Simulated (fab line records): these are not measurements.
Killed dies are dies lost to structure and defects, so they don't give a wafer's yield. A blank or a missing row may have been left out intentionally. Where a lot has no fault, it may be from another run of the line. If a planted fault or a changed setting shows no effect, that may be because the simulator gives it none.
Which tool did it? ; flow ritCmos ; 45 wafers sampled from 15 lots at 1 step of a route of 202

== WHAT EACH GAUGE READ, for each wafer ==
No reading from a measuring or inspecting step in the record can be judged against a usual standard deviation.

== WHAT TOOL EACH LOT RAN ON (gives the tool, then ch and the chambers of the sampled wafers, and finally the start) ==
lot;RIT_NSD_PEB_04
L985;lithoTrack-04 ch 0, day 3 09:37
L986;lithoTrack-04 ch 0, day 3 11:18
L987;lithoTrack-04 ch 0, day 3 15:29
L989;lithoTrack-04 ch 0, day 4 03:10
L990;lithoTrack-02 ch 0, day 4 03:41
L992;lithoTrack-03 ch 0, day 4 18:37
L993;lithoTrack-04 ch 0, day 4 19:47
L995;lithoTrack-04 ch 0, day 5 07:06
L996;lithoTrack-03 ch 0, day 5 10:06
L998;lithoTrack-02 ch 0, day 6 01:33
L103;lithoTrack-04 ch 0, day 7 01:11
L105;lithoTrack-04, day 7 09:04
L106;lithoTrack-02, day 7 13:21
L107;lithoTrack-03, day 7 16:18
L108;lithoTrack-02 ch 0, day 7 21:20
- RIT_NSD_PEB_04

== WHAT THE TOOLS THEMSELVES READ (means of the sampled wafers that have a number; where no wafer has one, the mark that the record gives instead) ==
RIT_NSD_PEB_04.
lot;tool;exhaustPa (Pa)
L985;lithoTrack-04;45.4
L986;lithoTrack-04;45.0
L987;lithoTrack-04;45.8
L989;lithoTrack-04;45.7
L990;lithoTrack-02;45.1
L992;lithoTrack-03;45.0
L993;lithoTrack-04;44.6
L995;lithoTrack-04;45.6
L996;lithoTrack-03;45.8
L998;lithoTrack-02;46.2
L103;lithoTrack-04;45.7
L105;lithoTrack-04;-
L106;lithoTrack-02;-
L107;lithoTrack-03;-
L108;lithoTrack-02;45.3

== THE ANSWER, worked out from the rows above alone ==
Rule: usual is defined by the lots themselves. Put in order of their means at a reading, lots are off if they are a third of the lots or fewer, leave a main group of 4 or more, and stand apart from it by a gap of 3 or more times the standard deviation of the main group's means; of several such gaps the widest counts. A main group whose means are all the same, to the digits that the tables above print for the reading, isn't used. A lot without any number at a reading at which 4 lots or more have one is off too. The other lots that the step has rows for count as sound. After the gauges, taken in route order, come the tools' own readings; for these a lot's mean is taken, as printed above. At the first step where some lot is off, the reading lying furthest off is the one used; lots without a number count as furthest.
Off: L105, L106, L107, at RIT_NSD_PEB_04 (exhaustPa). Without a number there: L105, L106, L107. For the main group the mean is 45.4 Pa and the standard deviation 0.43.
If a tool, at that step or one of the process steps before it, ran each lot that is off and ran no sound lot following the first of them, it fits. Of those tried, none fits.

== WHAT HAD BEEN PUT IN BY THE SIMULATOR ==
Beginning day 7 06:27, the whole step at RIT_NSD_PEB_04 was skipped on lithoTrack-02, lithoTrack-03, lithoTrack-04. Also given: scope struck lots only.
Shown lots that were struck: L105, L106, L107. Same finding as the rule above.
